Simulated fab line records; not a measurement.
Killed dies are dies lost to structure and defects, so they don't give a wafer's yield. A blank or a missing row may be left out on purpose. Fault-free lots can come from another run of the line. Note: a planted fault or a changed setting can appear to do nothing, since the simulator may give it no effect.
Chamber matching | flow berkeley_cmos170 | UCB170_PLDD_CLEAN_12 on wet_bench-04 has 4 sister chambers
The step cleans in SPM, time 600 s. 4 wafers are shown with their chamber, then 9 later ones without.

WAFERS WITH THEIR CHAMBER
wafer  | chamber | bath_guard_temp_C (C)
L419.5 | 0       | 120.8
L417.6 | 3       | 120.6
L432.6 | 2       | 120.7
L436.5 | 1       | 119.8

WAFERS WITH NO CHAMBER GIVEN
wafer  | bath_guard_temp_C (C)
L438.1 | 119.4
L438.4 | 119.6
L438.6 | 119.6
L437.2 | 120.8
L437.5 | 120.5
L437.6 | 120.5
L439.4 | 120.7
L439.5 | 121.2
L439.6 | 120.8

EACH ONE'S CHAMBER
wafer  | from the rows above          | in truth
L438.1 | 1                            | 1
L438.4 | 1                            | 1
L438.6 | 1                            | 1
L437.2 | can't be placed: 0 or 2 or 3 | 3
L437.5 | can't be placed: 3 or 2 or 0 | 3
L437.6 | can't be placed: 3 or 2 or 0 | 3
L439.4 | can't be placed: 2 or 0 or 3 | 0
L439.5 | can't be placed: 0 or 2 or 3 | 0
L439.6 | can't be placed: 0 or 2 or 3 | 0
Placed correctly: 3 of 9. Cannot be placed on the basis of these rows: 6; the candidates contain the true chamber in 6. Wrongly placed: 0.
How it was worked out, from the rows above alone: a wafer's distance from a chamber is the root of the sum, over the readings, of the square of ((its reading less the chamber's mean) divided by the reading's scatter). The wafer belongs to the nearest chamber; if the next one is less than 2 further off, it can't be placed. For every chamber, the mean is computed from those of its wafers that are shown. The scatter (one wafer shown for each chamber): square how far every hidden wafer sits from the nearest shown wafer, average those squares and take the square root.
